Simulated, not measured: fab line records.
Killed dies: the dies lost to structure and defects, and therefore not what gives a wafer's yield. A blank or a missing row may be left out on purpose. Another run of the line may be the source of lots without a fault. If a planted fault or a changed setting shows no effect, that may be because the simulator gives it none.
Chamber matching | flow berkeley-cmos170 | UCB170_PWELL_ETCH_14 on rie-diel-02 has 4 sister chambers
The step etches Si3N4 in CH3F/Ar/O2, stops on SiO2, target depth 242 nm, time 151 s. 8 wafers are shown with their chamber, then 7 later ones without.

## WAFERS PAIRED WITH THEIR CHAMBERS
wafer  | chamber | drypump-motor-current-A (A) | throttle-valve-pct (%)
L322.6 | 0       | 5.7                         | 8.04
L320.6 | 2       | 6.2                         | 8.32
L326.5 | 3       | 5.3                         | 7.99
L329.1 | 0       | 5.7                         | 8.05
L329.2 | 3       | 5.3                         | 7.98
L329.5 | 1       | 6.2                         | 8.06
L340.1 | 2       | 6.2                         | 8.32
L340.5 | 1       | 6.3                         | 8.06

## WAFERS WHOSE CHAMBER IS MISSING
wafer  | drypump-motor-current-A (A) | throttle-valve-pct (%)
L340.6 | 6.1                         | 8.33
L343.3 | 6.1                         | 8.32
L343.5 | 6.2                         | 8.32
L343.6 | 5.3                         | 7.99
L342.1 | 6.2                         | 8.30
L342.4 | 6.2                         | 8.08
L342.5 | 5.7                         | 8.05

## THE CHAMBER EACH PASSED THROUGH
wafer  | from the rows above | in truth
L340.6 | 2                   | 2
L343.3 | 2                   | 2
L343.5 | 2                   | 2
L343.6 | 3                   | 3
L342.1 | 2                   | 2
L342.4 | 1                   | 1
L342.5 | 0                   | 0
Correct placement for 7 of the 7. Left unplaced by these rows: 0. Number placed wrongly: 0.
How it was worked out, from the rows above alone: a wafer's distance from a chamber is the root of the sum, over the readings, of the square of ((its reading less the chamber's mean) divided by the reading's scatter). The wafer belongs to the nearest chamber; if the next one is less than 2 further off, it can't be placed. A chamber's mean is the mean of its shown wafers. The scatter: the root of (the sum of the squares of (reading less its chamber's mean) over the shown wafers, divided by (wafers less chambers)).
